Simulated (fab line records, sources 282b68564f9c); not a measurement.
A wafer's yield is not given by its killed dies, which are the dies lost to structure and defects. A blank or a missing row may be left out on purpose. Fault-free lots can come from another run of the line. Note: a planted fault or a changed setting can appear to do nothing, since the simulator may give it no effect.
Check for tools in common -- flow ritCmos -- 48 wafers sampled across 14 lots

## REASON FOR OPENING
RIT_NSD_TW_MEAS_10, reading NSD_TW: flagged on 2 of 14 lots. Fault-free wafers read 3123, with a standard deviation of 15.
Rule: a lot gets a flag if all its wafers with a number sit over 4 standard deviations from that mean, or if no wafer of it has a number. All remaining lots are regarded as sound.

lot,measured,on,"NSD_TW, wafer by wafer",flag
L338,day 3 06:30,filmMetro-02,3134 3117 3118,
L339,day 3 13:13,filmMetro-02,3101 3101 3108,
L341,day 3 22:26,filmMetro-02,3145 3127 3108,
L342,day 4 01:29,filmMetro-04,3140 3149 3106,
L343,day 4 06:21,filmMetro-02,3129 3115 3120,
L344,day 4 10:08,filmMetro-04,3141 3138 3144,
L349,day 5 14:09,filmMetro-01,3122 3106 3103,
L350,day 5 20:33,filmMetro-02,2880 2864 2855 2885 2871 2879,FLAGGED
L352,day 6 11:32,filmMetro-01,2895 2876 2867 2871 2871 2896,FLAGGED
L353,day 6 12:01,filmMetro-04,3142 3149 3142,
L356,day 7 04:07,filmMetro-01,3118 3125 3118,
L355,day 7 06:02,filmMetro-02,3116 3137 3126,
L358,day 7 19:13,filmMetro-01,3141 3132 3118,
L360,day 8 09:01,filmMetro-04,3110 3092 3096,
The numbers of the flagged lots are 2876 on average: -247 against the usual, or -16 standard deviations.

## TOOL THAT RAN EACH LOT
The record keeps 1 process step preceding the reading, out of 202 steps on the route. Cell contents, in order: the tool; ch with the chambers the sampled wafers went through; the start.
lot,flag,RIT_NSD_IMPLANT_08
L338,,"implanter-03 ch 0, day 3 06:11"
L339,,"implanter-02 ch 0, day 3 12:53"
L341,,"implanter-01 ch 0, day 3 22:07"
L342,,"implanter-03 ch 0, day 4 01:09"
L343,,"implanter-01 ch 0, day 4 06:02"
L344,,"implanter-02 ch 0, day 4 09:49"
L349,,"implanter-01 ch 0, day 5 13:50"
L350,FLAGGED,"implanter-02 ch 0, day 5 20:16"
L352,FLAGGED,"implanter-02 ch 0, day 6 11:12"
L353,,"implanter-01 ch 0, day 6 11:41"
L356,,"implanter-03 ch 0, day 7 03:47"
L355,,"implanter-03 ch 0, day 7 05:43"
L358,,"implanter-01 ch 0, day 7 18:53"
L360,,"implanter-03 ch 0, day 8 08:41"
What these steps do:
- RIT_NSD_IMPLANT_08
- RIT_NSD_TW_MEAS_10

## FLAGGED AGAINST TOTAL, ONE TOOL AT A TIME (gauges that did the reading follow at the end)
step,tool,lots run,flagged,share of the flagged lots,sound lots run after its first flagged lot
RIT_NSD_IMPLANT_08,implanter-01,5,0,none,-
RIT_NSD_IMPLANT_08,implanter-02,4,2,all,0
RIT_NSD_IMPLANT_08,implanter-03,5,0,none,-
RIT_NSD_TW_MEAS_10,filmMetro-01,4,1,some,"2 (L356,L358)"
RIT_NSD_TW_MEAS_10,filmMetro-02,6,1,some,1 (L355)
RIT_NSD_TW_MEAS_10,filmMetro-04,4,0,none,-

## WHAT THE TABLE ALLOWS
In the table, 1 row covers all flagged lots: implanter-02 at RIT_NSD_IMPLANT_08.
- implanter-02 at RIT_NSD_IMPLANT_08: 2 of its 4 lots flagged. It ran its last sound lot, L344, at day 4 09:49 and its first flagged lot, L350, at day 5 20:16: a fault with its onset between the two fits. Its own readings (doseIonsCm2, faradayCurrentUA) fall more than 4 standard deviations out on all wafers of the flagged lots.
Left over: one tool, implanter-02 at RIT_NSD_IMPLANT_08.

## WHAT THE SIMULATOR HAD PUT IN
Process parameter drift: implanter-02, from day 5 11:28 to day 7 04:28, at RIT_NSD_IMPLANT_08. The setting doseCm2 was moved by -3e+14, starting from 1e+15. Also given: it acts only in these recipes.
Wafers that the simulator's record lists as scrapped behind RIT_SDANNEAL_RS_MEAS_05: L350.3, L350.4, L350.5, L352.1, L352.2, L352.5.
Lots struck among those shown: L350, L352. The same result came from the rule above.
